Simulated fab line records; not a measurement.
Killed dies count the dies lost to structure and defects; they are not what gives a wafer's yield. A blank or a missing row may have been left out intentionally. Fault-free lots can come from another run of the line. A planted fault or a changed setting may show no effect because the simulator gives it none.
8D (eight disciplines) problem report, filled in by code | flow berkeley_cmos170 | the parts of the form that need people (team, actions taken, sign-off) are left out

1. THE ISSUE
Wafers without a fault read 18.09 s, standard deviation 0.075; strip_time_to_endpoint_s at UCB170_NWELL_STRIP_15 reads a mean of 15.84 s on 6 wafers belonging to 2 lots. Relative to the usual mean, that is a shift of -30 standard deviations.
The step: strips in O2.
First observed at day 4 18:28: wafer L474.1, on plasma_asher-04. At this step, 42 wafers from 14 lots have a number in the record. Rule for "out", or "out of limits": more than 4 standard deviations from the usual mean. The other wafers with a number count as sound.

2. WHAT THIS IS AND IS NOT
question                    | is                               | is not
which readings at this step | strip_time_to_endpoint_s         | drypump_motor_current_A
which lots                  | L474, L476                       | L462, L463, L464, L465, L469, L472, L477, L479, L480, L481, L482, L484
which wafers of those lots  | all that have a number           | -
read on which tools         | plasma_asher-01, plasma_asher-04 | plasma_asher-02
when                        | from day 4 18:28                 | up to then (18 sound wafers); but 18 sound wafers of L477, L479, L480, L481, L482, L484 came after

3. SUSPECTS, AND WHAT RULES EACH OUT
Counting: a tool at any process step up to the reading remains a suspect when it ran all the lots that are out and ran no sound lot after the first of those.
- litho_track-01 at UCB170_NWELL_COAT_07 (resist thk 900 nm): kept. Every lot that is out went through it, starting with L474 (day 4 17:29), and after that it ran no sound lot; the last sound lot it ran before then is L472 (day 4 09:22).
The count leaves litho_track-01 at UCB170_NWELL_COAT_07.

4. THE CAUSE (what the simulator had put in)
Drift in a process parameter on litho_track-01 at UCB170_NWELL_COAT_07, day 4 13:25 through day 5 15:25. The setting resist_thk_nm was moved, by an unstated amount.
After counting, this tool was the only one left.

5. SEQUENCE OF EFFECTS, ordered by route
Each row: a reading whose mean over the struck wafers that have a number lies more than 3 standard deviations from the usual. Readings are gone through only where the record gives a usual standard deviation; hours: the median, over the lots, of the time from a lot's start at the first step in this table giving one to that lot's start at this step; sigmas: the change measured in usual standard deviations.
hours | step                  | reading                  | usual   | on struck wafers | change | sigmas
0     | UCB170_NWELL_STRIP_15 | strip_time_to_endpoint_s | 18.09 s | 15.84            | -2.25  | -30
The process steps in it:
- UCB170_NWELL_STRIP_15: strips in O2.

6. WHAT WOULD HAVE CAUGHT IT SOONER
5 hours passed between the start of the fault at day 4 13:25 and the first reading out of limits in this record, taken at day 4 18:28.
An alarm limit of 4 standard deviations would not have fired on the tool readings at UCB170_NWELL_COAT_07 for which the record gives a usual standard deviation, since none of them was out on any struck wafer.
Lots out: 2; of these, L476 started UCB170_NWELL_COAT_07 on litho_track-01 after day 4 18:28. It would have been spared by a hold on the tool at that moment.
